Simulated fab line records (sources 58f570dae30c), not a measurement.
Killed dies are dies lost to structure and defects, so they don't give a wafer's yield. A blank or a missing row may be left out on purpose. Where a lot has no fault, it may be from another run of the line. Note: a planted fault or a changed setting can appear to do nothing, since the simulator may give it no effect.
What tool caused it? + flow berkeleyCmos170 + 14 lots with 42 wafers sampled at 3 steps, on a route of 331 steps

== WHAT THE GAUGES SHOWED, per wafer ==
UCB170_V1_CD_MEAS_12: the cd target is 700 nm. Usual: cdNm 699.4 nm, standard deviation 1.3.
| lot  | measured     | on       | cdNm (nm)         | flag |
|------|--------------|----------|-------------------|------|
| L473 | day 7 14:37  | cdSem-02 | 699.4 700.7 700.3 |      |
| L474 | day 8 12:01  | cdSem-01 | 697.3 697.5 696.7 |      |
| L475 | day 8 12:45  | cdSem-02 | 699.3 698.8 699.9 |      |
| L476 | day 8 19:17  | cdSem-02 | 699.7 700.7 700.1 |      |
| L479 | day 8 20:43  | cdSem-01 | 699.6 699.4 699.2 |      |
| L477 | day 8 22:01  | cdSem-01 | 700.5 700.2 700.3 |      |
| L478 | day 8 23:13  | cdSem-01 | 700.1 699.6 700.4 |      |
| L480 | day 9 17:37  | cdSem-01 | 698.5 697.6 698.7 |      |
| L481 | day 9 18:14  | cdSem-02 | 699.9 699.7 699.2 |      |
| L491 | day 12 02:38 | cdSem-01 | 698.2 699.9 699.5 |      |
| L492 | day 12 03:40 | cdSem-01 | 699.5 699.2 698.0 |      |
| L494 | day 12 20:01 | cdSem-02 | 698.5 698.9 696.5 |      |
| L495 | day 12 20:21 | cdSem-02 | 698.3 698.1 698.8 |      |
| L496 | day 13 03:42 | cdSem-02 | 699.7 698.7 699.9 |      |

UCB170_M2_CD_MEAS_15: the cd target is 700 nm. Usual: cdNm 700.3 nm, standard deviation 1.3.
| lot  | measured     | on       | cdNm (nm)         | flag |
|------|--------------|----------|-------------------|------|
| L473 | day 7 17:26  | cdSem-01 | 699.9 699.7 700.6 |      |
| L474 | day 8 15:15  | cdSem-02 | 700.0 699.6 699.5 |      |
| L475 | day 8 16:14  | cdSem-01 | 702.0 702.5 700.9 |      |
| L476 | day 8 22:09  | cdSem-01 | 702.9 702.4 701.6 |      |
| L479 | day 8 23:31  | cdSem-01 | 698.3 697.8 698.4 |      |
| L477 | day 9 01:17  | cdSem-01 | 700.4 701.3 701.1 |      |
| L478 | day 9 02:56  | cdSem-02 | 701.2 698.8 700.8 |      |
| L480 | day 9 20:23  | cdSem-01 | 700.6 702.3 701.6 |      |
| L481 | day 9 20:47  | cdSem-02 | 701.3 700.3 700.7 |      |
| L491 | day 12 05:58 | cdSem-02 | 700.8 699.9 700.0 |      |
| L492 | day 12 06:44 | cdSem-02 | 700.5 699.8 700.2 |      |
| L494 | day 12 22:42 | cdSem-01 | 697.5 697.3 696.6 |      |
| L495 | day 12 22:58 | cdSem-02 | 701.6 700.8 701.1 |      |
| L496 | day 13 06:38 | cdSem-02 | 699.0 700.4 702.4 |      |

UCB170_V2_BOW_MEAS_03. Usual: V2_BOW gives 37 um (standard deviation 6.4).
| lot  | measured     | on           | V2_BOW (um) | flag |
|------|--------------|--------------|-------------|------|
| L473 | day 7 18:37  | filmMetro-01 | 40 29 29    |      |
| L474 | day 8 16:25  | filmMetro-04 | 47 37 43    |      |
| L475 | day 8 17:21  | filmMetro-04 | 35 33 44    |      |
| L476 | day 8 23:16  | filmMetro-03 | 32 37 39    |      |
| L479 | day 9 00:38  | filmMetro-04 | 36 30 34    |      |
| L477 | day 9 02:25  | filmMetro-01 | 38 34 38    |      |
| L478 | day 9 04:05  | filmMetro-04 | 40 39 48    |      |
| L480 | day 9 21:41  | filmMetro-01 | 34 33 43    |      |
| L481 | day 9 21:55  | filmMetro-03 | 32 36 34    |      |
| L491 | day 12 07:10 | filmMetro-01 | 36 38 35    |      |
| L492 | day 12 07:51 | filmMetro-03 | 25 44 42    |      |
| L494 | day 12 23:54 | filmMetro-04 | 46 39 45    |      |
| L495 | day 13 00:05 | filmMetro-03 | 42 39 37    |      |
| L496 | day 13 07:46 | filmMetro-01 | 42 32 39    |      |

== WHAT TOOL EACH LOT RAN ON (gives the tool, then ch and the chambers of the sampled wafers, and finally the start) ==
Before these readings, the record contains no process step.

== WHAT THE TOOLS THEMSELVES READ (means of the sampled wafers that have a number; where no wafer has one, the mark that the record gives instead) ==
The record holds no such reading with a usual standard deviation.

== THE ANSWER, worked out from the rows above alone ==
Rule: take the mean of a lot's wafers that have a number; if it is more than 3 standard deviations from the usual mean, the lot is off. Also off: a lot with no number at a reading for which 4 or more lots have one. All remaining lots with rows at the step are treated as sound. After the gauges, taken in route order, come the tools' own readings; for these a lot's mean is taken, as printed above. The first step at which some lot is off is used, and at that step the reading that is off furthest; a lot without a number counts as furthest.
No lot is off at any reading shown: from this, nothing can be told.

== WHAT THE SIMULATOR HAD INSERTED ==
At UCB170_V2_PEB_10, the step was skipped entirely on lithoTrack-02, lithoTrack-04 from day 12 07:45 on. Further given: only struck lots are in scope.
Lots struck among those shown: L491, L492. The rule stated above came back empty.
